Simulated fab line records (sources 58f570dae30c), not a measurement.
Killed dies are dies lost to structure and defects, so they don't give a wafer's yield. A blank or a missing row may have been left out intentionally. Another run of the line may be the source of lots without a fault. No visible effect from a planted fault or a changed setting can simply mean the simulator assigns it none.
Which tool is to blame? -- flow berkeley cmos170 -- 18 wafers from 6 lots sampled at 3 of the route's 331 steps

WHAT EACH GAUGE READ, for each wafer
UCB170_V2_THK_MEAS_04.
lot,measured,on,V2_POLISHED_THK (nm)
L550,day 8 21:55,film metro-04,1000.4 999.0 998.2
L551,day 8 21:32,film metro-04,999.2 1002.3 1001.8
L556,day 10 10:15,film metro-03,999.7 1000.1 1000.2
L563,day 10 22:43,film metro-04,999.6 999.9 998.3
L568,day 11 15:04,film metro-04,999.8 1000.6 1001.0
L571,day 12 13:36,film metro-02,1000.1 1001.5 1000.2

WHAT TOOL EACH LOT RAN ON (gives the tool, then ch and the chambers of the sampled wafers, and finally the start)
lot,UCB170_NWELL_ETCH_13,UCB170_V2_CMP_02
L550,"rie diel-02 ch 0,3, day 3 00:21","cmp-01 ch 0,2,3, day 8 21:28"
L551,"rie diel-01 ch 0,1,2, day 3 09:02","cmp-01 ch 0,2, day 8 21:10"
L556,"rie diel-01 ch 0,1, day 4 05:22","cmp-02 ch 1,2,3, day 10 09:52"
L563,"rie diel-03 ch 0,1,3, day 5 06:20","cmp-02 ch 0,1,3, day 10 22:23"
L568,"rie diel-02 ch 0,1,2, day 6 02:28","cmp-02 ch 2,3, day 11 14:38"
L571,"rie diel-03 ch 0,3, day 6 19:11","cmp-01 ch 0,1,3, day 12 13:11"
- UCB170_NWELL_ETCH_13: etches Si3N4 in CH3F/Ar/O2, stops on SiO2, target depth 246.4 nm, time 154 s.
- UCB170_V2_CMP_02: polishes SiO2.

THE ANSWER, worked out from the rows above alone
Rule: the lots themselves supply what counts as usual. The widest of any qualifying gaps counts: lots, ordered by their means at a reading, are off when they make up no more than a third of the lots, leave a main group of 4 or more, and stand apart from it by 3 or more times the standard deviation of that group's means. If all means in a main group match to the digits the tables above print for the reading, that group is not used. A lot without any number at a reading at which 4 lots or more have one is off too. Where the step has rows for the other lots, those lots are counted as sound.
None of the lots is off at any reading shown; this tells nothing.

WHAT THE SIMULATOR HAD INSERTED
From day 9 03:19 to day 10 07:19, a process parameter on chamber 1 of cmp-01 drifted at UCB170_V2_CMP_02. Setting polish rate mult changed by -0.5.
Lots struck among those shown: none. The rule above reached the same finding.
